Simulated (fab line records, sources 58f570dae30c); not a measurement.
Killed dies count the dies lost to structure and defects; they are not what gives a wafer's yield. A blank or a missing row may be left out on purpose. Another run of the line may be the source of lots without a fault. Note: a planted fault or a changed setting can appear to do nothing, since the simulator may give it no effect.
What tool caused it?	flow berkeley-cmos170	Sampling: 6 lots, 18 wafers, 3 of 331 route steps

== WHAT EACH GAUGE READ, for each wafer ==
UCB170_PSD_TW_MEAS_10.
lot	measured	on	PSD_TW
L140	day 7 20:01	film-metro-02	2339 2335 2343
L142	day 8 21:07	film-metro-01	2307 2308 2303
L148	day 9 21:41	film-metro-01	2063 2070 2053
L152	day 10 08:52	film-metro-02	2092 2095 2090
L154	day 11 10:18	film-metro-04	2325 2334 2319
L161	day 12 15:12	film-metro-01	2324 2307 2326

== WHICH TOOL RAN EACH LOT (tool, then ch and the chambers of the sampled wafers, then the start) ==
lot	UCB170_PSD_IMPLANT_08	UCB170_PSD_STRIP_09
L140	implanter-01 ch 0, day 7 19:47	plasma-asher-04 ch 0,1, day 7 19:55
L142	implanter-03 ch 0, day 8 20:53	plasma-asher-02 ch 0,1, day 8 21:00
L148	implanter-04 ch 0, day 9 21:26	plasma-asher-02 ch 0,1, day 9 21:35
L152	implanter-04 ch 0, day 10 08:37	plasma-asher-04 ch 0,1, day 10 08:46
L154	implanter-01 ch 0, day 11 10:05	plasma-asher-02 ch 0,1, day 11 10:13
L161	implanter-01 ch 0, day 12 14:57	plasma-asher-04 ch 0,1, day 12 15:06
- UCB170_PSD_IMPLANT_08
- UCB170_PSD_STRIP_09: strips in O2.

== THE ANSWER, worked out from the rows above alone ==
Rule: what is usual is taken from the lots themselves. The widest of any qualifying gaps counts: lots, ordered by their means at a reading, are off when they make up no more than a third of the lots, leave a main group of 4 or more, and stand apart from it by 3 or more times the standard deviation of that group's means. Not used: any main group whose means are identical at the precision the tables above print for the reading. A lot without any number at a reading at which 4 lots or more have one is off too. All remaining lots with rows at the step are treated as sound.
Off: L148, L152, at UCB170_PSD_TW_MEAS_10 (PSD_TW). For the main group the mean is 2322 and the standard deviation 12.
If a tool, at a process step before that reading, ran all the lots that are off and no sound lot after the first of them, it fits. The gauges at UCB170_PSD_TW_MEAS_10 are tried like those tools. One candidate fits, namely implanter-04 at UCB170_PSD_IMPLANT_08. It ran no sound lot before its first lot that is off in this sample, so the start can't be narrowed down.

== WHAT THE SIMULATOR HAD PUT IN ==
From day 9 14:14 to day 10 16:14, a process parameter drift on implanter-04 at UCB170_PSD_IMPLANT_08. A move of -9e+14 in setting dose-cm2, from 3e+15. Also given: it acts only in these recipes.
Struck lots among those shown: L148, L152. The rule above reached the same finding.
